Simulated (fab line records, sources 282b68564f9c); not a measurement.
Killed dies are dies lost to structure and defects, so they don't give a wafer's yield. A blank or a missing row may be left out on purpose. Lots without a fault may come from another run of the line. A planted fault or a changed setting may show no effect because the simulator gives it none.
Which tool did it? | flow rit_cmos | 15 lots, 45 wafers sampled, at 2 steps of a route of 202

WHAT THE GAUGES READ, wafer by wafer
The record holds no reading of a measuring or inspecting step that can be judged against a usual standard deviation.

WHICH TOOL RAN EACH LOT (tool, then ch and the chambers of the sampled wafers, then the start)
lot  | RIT_ACTIVE_ETCH_13                | RIT_M1_PROBE_99
L927 | rie_diel-04 ch 0,1,3, day 1 15:21 | -
L928 | rie_diel-04 ch 0,2,3, day 1 23:38 | prober-01, day 3 22:26
L930 | rie_diel-01 ch 1,2,3, day 2 06:53 | -
L931 | rie_diel-04 ch 1,3, day 2 12:07   | prober-02, day 4 14:35
L933 | rie_diel-04 ch 1,2, day 2 21:35   | prober-02, day 4 17:55
L937 | rie_diel-04 ch 1,2, day 3 18:43   | prober-02, day 5 19:23
L939 | rie_diel-01 ch 1,2, day 4 03:31   | prober-02, day 5 23:41
L940 | rie_diel-03 ch 0,1,3, day 4 08:35 | prober-01, day 6 07:32
L942 | rie_diel-03 ch 1,2, day 4 19:48   | prober-01, day 6 22:10
L944 | rie_diel-03 ch 0,1,3, day 5 03:52 | prober-01, day 7 03:55
L945 | rie_diel-01 ch 2,3, day 5 10:17   | prober-02, day 7 10:47
L947 | rie_diel-01 ch 0,1,3, day 5 21:05 | -
L948 | rie_diel-03 ch 2,3, day 6 03:09   | prober-01, day 8 10:49
L949 | rie_diel-01 ch 0,2, day 6 05:49   | -
L950 | rie_diel-04 ch 0,3, day 6 09:50   | prober-01, day 8 19:18
- RIT_ACTIVE_ETCH_13: etches Si3N4 in SF6, stops on SiO2, time 210 s, target depth 210 nm.
- RIT_M1_PROBE_99

WHAT THE TOOLS THEMSELVES READ (means of the sampled wafers that have a number; where no wafer has one, the mark that the record gives instead)
RIT_ACTIVE_ETCH_13.
lot  | tool        | drypump_motor_current_A (A) | oes_product_au (a.u.) | rf_fwd_power_W (W) | throttle_valve_pct (%)
L927 | rie_diel-04 | 5.7                         | 0.833                 | 124.4              | 7.62
L928 | rie_diel-04 | 5.7                         | 0.826                 | 124.4              | 7.48
L930 | rie_diel-01 | 5.6                         | 0.821                 | 124.4              | 7.60
L931 | rie_diel-04 | 5.8                         | 0.830                 | 124.7              | 7.63
L933 | rie_diel-04 | 6.1                         | 0.829                 | 124.6              | 7.45
L937 | rie_diel-04 | 6.0                         | 0.823                 | 124.4              | 7.45
L939 | rie_diel-01 | 5.6                         | 0.823                 | 124.3              | 7.64
L940 | rie_diel-03 | 5.7                         | 0.827                 | 124.6              | 7.41
L942 | rie_diel-03 | 5.7                         | 0.833                 | 124.5              | 7.33
L944 | rie_diel-03 | 5.7                         | 0.826                 | 124.7              | 7.41
L945 | rie_diel-01 | 5.7                         | 0.816                 | 124.5              | 7.55
L947 | rie_diel-01 | 5.4                         | 0.829                 | 124.6              | 7.54
L948 | rie_diel-03 | 6.2                         | 0.836                 | 124.1              | 7.56
L949 | rie_diel-01 | 5.6                         | 0.826                 | 124.7              | 7.49
L950 | rie_diel-04 | 5.5                         | 0.831                 | 124.1              | 7.48

RIT_M1_PROBE_99.
lot  | tool      | killed_at_M0_to_M3 | killed_at_contacts | killed_at_front_end | killed_dies | killed_on_rim | killed_open | killed_short
L928 | prober-01 | 0.0                | 0.0                | 7                   | 7           | 1.7           | 4.0         | 2.7
L931 | prober-02 | 0.0                | 0.0                | 29                  | 29          | 3.3           | 3.0         | 1.3
L933 | prober-02 | 0.0                | 0.0                | 20                  | 20          | 6.0           | 3.3         | 1.7
L937 | prober-02 | 0.0                | 0.0                | 24                  | 24          | 6.0           | 5.7         | 3.0
L939 | prober-02 | 0.3                | 0.0                | 6                   | 7           | 3.0           | 2.3         | 4.3
L940 | prober-01 | 0.0                | 0.0                | 7                   | 7           | 2.3           | 3.0         | 4.3
L942 | prober-01 | 0.0                | 0.0                | 7                   | 7           | 1.7           | 3.7         | 3.0
L944 | prober-01 | 0.0                | 0.0                | 9                   | 9           | 2.3           | 5.3         | 4.0
L945 | prober-02 | 0.0                | 0.0                | 6                   | 6           | 1.7           | 3.0         | 3.0
L948 | prober-01 | 0.0                | 0.3                | 10                  | 11          | 2.7           | 5.3         | 5.3
L950 | prober-01 | 0.0                | 0.0                | 6                   | 6           | 0.7           | 1.7         | 4.0

THE ANSWER, worked out from the rows above alone
Rule: what is usual is taken from the lots themselves. Put in order of their means at a reading, lots are off if they are a third of the lots or fewer, leave a main group of 4 or more, and stand apart from it by a gap of 3 or more times the standard deviation of the main group's means; of several such gaps the widest counts. A main group whose means are all the same, to the digits that the tables above print for the reading, isn't used. A lot without any number at a reading at which 4 lots or more have one is off too. The other lots that the step has rows for count as sound. The gauges are gone through in route order, then the tools' own readings, and for those a lot's mean is taken as printed above. The first step at which some lot is off is used, and at that step the reading that is off furthest; a lot without a number counts as furthest.
Off: L931, L933, L937, at RIT_M1_PROBE_99 (killed_at_front_end). The main group: mean 7, standard deviation 1.4. Neither off nor sound, because the step has no rows for them: L927, L930, L947, L949.
A tool fits if, at that step or a process step before it, it ran every lot that is off, and no sound lot after the first of them. None of those tried fits.

WHAT THE SIMULATOR HAD PUT IN
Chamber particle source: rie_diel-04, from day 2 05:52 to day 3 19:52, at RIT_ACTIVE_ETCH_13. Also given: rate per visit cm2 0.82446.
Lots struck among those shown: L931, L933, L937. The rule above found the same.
